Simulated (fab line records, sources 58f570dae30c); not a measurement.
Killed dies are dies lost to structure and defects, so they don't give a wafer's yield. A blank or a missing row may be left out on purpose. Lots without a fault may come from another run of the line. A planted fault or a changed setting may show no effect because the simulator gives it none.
Split-lot experiment | flow berkeley_cmos170 | 5 lots, 23 wafers read, on a route of 331 steps

THE SPLIT
At UCB170_V2_COAT_07 (resist thk 900 nm), the setting resist_thk_nm was moved away from the recipe's 900 nm on 7 of the 23 wafers read, by -5.3% to -3.8%. The other wafers ran this setting at the recipe's value.

FROM THE SPLIT TO THE READING: what the file shows between them, 2 steps
- UCB170_V2_SOFTBAKE_08: time 60 s
- UCB170_V2_EXPOSE_09: exposes mask VIA2, target cd 700 nm

THE READING
KrF_of_V2_COAT_07.thk_nm (the simulator's own value, which no gauge read), in nm, at UCB170_V2_ETCH_14 (etches SiO2 in CHF3/CF4/Ar, stops on Al, target depth 1250 nm, time 291 s). The file gives no usual value for it. The 16 wafers here that ran the recipe average 610.5 nm, standard deviation 7.8 nm.

wafer  | tool, chamber at the split | resist_thk_nm as run, nm | against the recipe | KrF_of_V2_COAT_07.thk_nm, nm | against lot-mates on the recipe
L074.1 | litho_track-03, 0          | 866.2                    | -3.8%              | 571.5                        | -44.9
L074.2 | litho_track-03, 0          | 866.2                    | -3.8%              | 565.9                        | -50.5
L074.3 | litho_track-03, 0          | 900                      | recipe             | 610.8                        | -
L074.4 | litho_track-03, 0          | 900                      | recipe             | 622                          | -
L074.6 | litho_track-03, 0          | 866.2                    | -3.8%              | 572.1                        | -44.3
L077.1 | litho_track-01, 0          | 900                      | recipe             | 605.4                        | -
L077.2 | litho_track-01, 0          | 854.1                    | -5.1%              | 576.7                        | -35.0
L077.3 | litho_track-01, 0          | 854.1                    | -5.1%              | 559.3                        | -52.4
L077.5 | litho_track-01, 0          | 900                      | recipe             | 607                          | -
L077.6 | litho_track-01, 0          | 900                      | recipe             | 622.6                        | -
L083.1 | litho_track-02, 0          | 900                      | recipe             | 598.4                        | -
L083.3 | litho_track-02, 0          | 900                      | recipe             | 604.7                        | -
L083.4 | litho_track-02, 0          | 852.5                    | -5.3%              | 559.6                        | -45.2
L083.5 | litho_track-02, 0          | 852.5                    | -5.3%              | 552.9                        | -51.9
L083.6 | litho_track-02, 0          | 900                      | recipe             | 611.3                        | -
L085.1 | litho_track-02, 0          | 900                      | recipe             | 618.5                        | -
L085.2 | litho_track-02, 0          | 900                      | recipe             | 610.6                        | -
L085.3 | litho_track-02, 0          | 900                      | recipe             | 606.6                        | -
L085.4 | litho_track-02, 0          | 900                      | recipe             | 607.6                        | -
L085.5 | litho_track-02, 0          | 900                      | recipe             | 624.9                        | -
L080.1 | litho_track-03, 0          | 900                      | recipe             | 596.8                        | -
L080.3 | litho_track-03, 0          | 900                      | recipe             | 611.6                        | -
L080.4 | litho_track-03, 0          | 900                      | recipe             | 609.9                        | -

THE FIT
A straight line over all 23 wafers: KrF_of_V2_COAT_07.thk_nm changes by +9.73 nm for each +1% of resist_thk_nm; r = +0.94; the points scatter about the line by 8 nm.
The same after taking each lot's own level away (the mean of its wafers on the recipe; 23 wafers): +9.78 nm for each +1%; r = +0.94; scatter 7.8 nm.
On that fit, the largest move of resist_thk_nm shifts the reading by 52 nm.
The lots' own levels span 604.80 to 616.40 nm, that is 1.5 times the standard deviation above.
So the lot-to-lot level changes the slope little: the two slopes agree.
Check: with one of the wafers moved furthest among these (-5.3%) left out of the fit, the line predicts -53.7 nm for it against its lot-mates. It came out at -45.2 nm against them.

OTHER SPLITS ON THESE WAFERS
These wafers also went through other splits before the reading. Each is held against what the fit with the lots' levels taken away leaves over:
other split on the same wafers   | wafers away from the commonest value | r with KrF_of_V2_COAT_07.thk_nm (lot level and that fit taken away)
UCB170_CONTACT_PEB_13 peb_temp_c | 5                                    | -0.30
UCB170_M1_COAT_04 resist_thk_nm  | 11                                   | -0.10
UCB170_M2_EXPOSE_12 dose_mj      | 6                                    | +0.42
UCB170_V2_CVD_00 time_s          | 10                                   | +0.39

THE WHOLE CHAIN: every reading that the file lists as answering this split, in the file's order
step               | what it does                                                              | reading                                                                   | change (the file's fit)              | r (the file's)
UCB170_V2_COAT_07  | resist thk 900 nm                                                         | KrF_of_V2_COAT_07.thk_nm (the simulator's own value, which no gauge read) | +8.8 nm for each +1% of the setting  | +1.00
UCB170_V2_ETCH_14  | etches SiO2 in CHF3/CF4/Ar, stops on Al, target depth 1250 nm, time 291 s | KrF_of_V2_COAT_07.thk_nm (the simulator's own value, which no gauge read) | +9.62 nm for each +1% of the setting | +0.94
UCB170_V2_STRIP_15 | strips in O2                                                              | strip_time_to_endpoint_s                                                  | withheld for each +1% of the setting | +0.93

THE FILE'S OWN FIT
KrF_of_V2_COAT_07.thk_nm changes by +9.62 nm for each +1% of resist_thk_nm, r = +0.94.
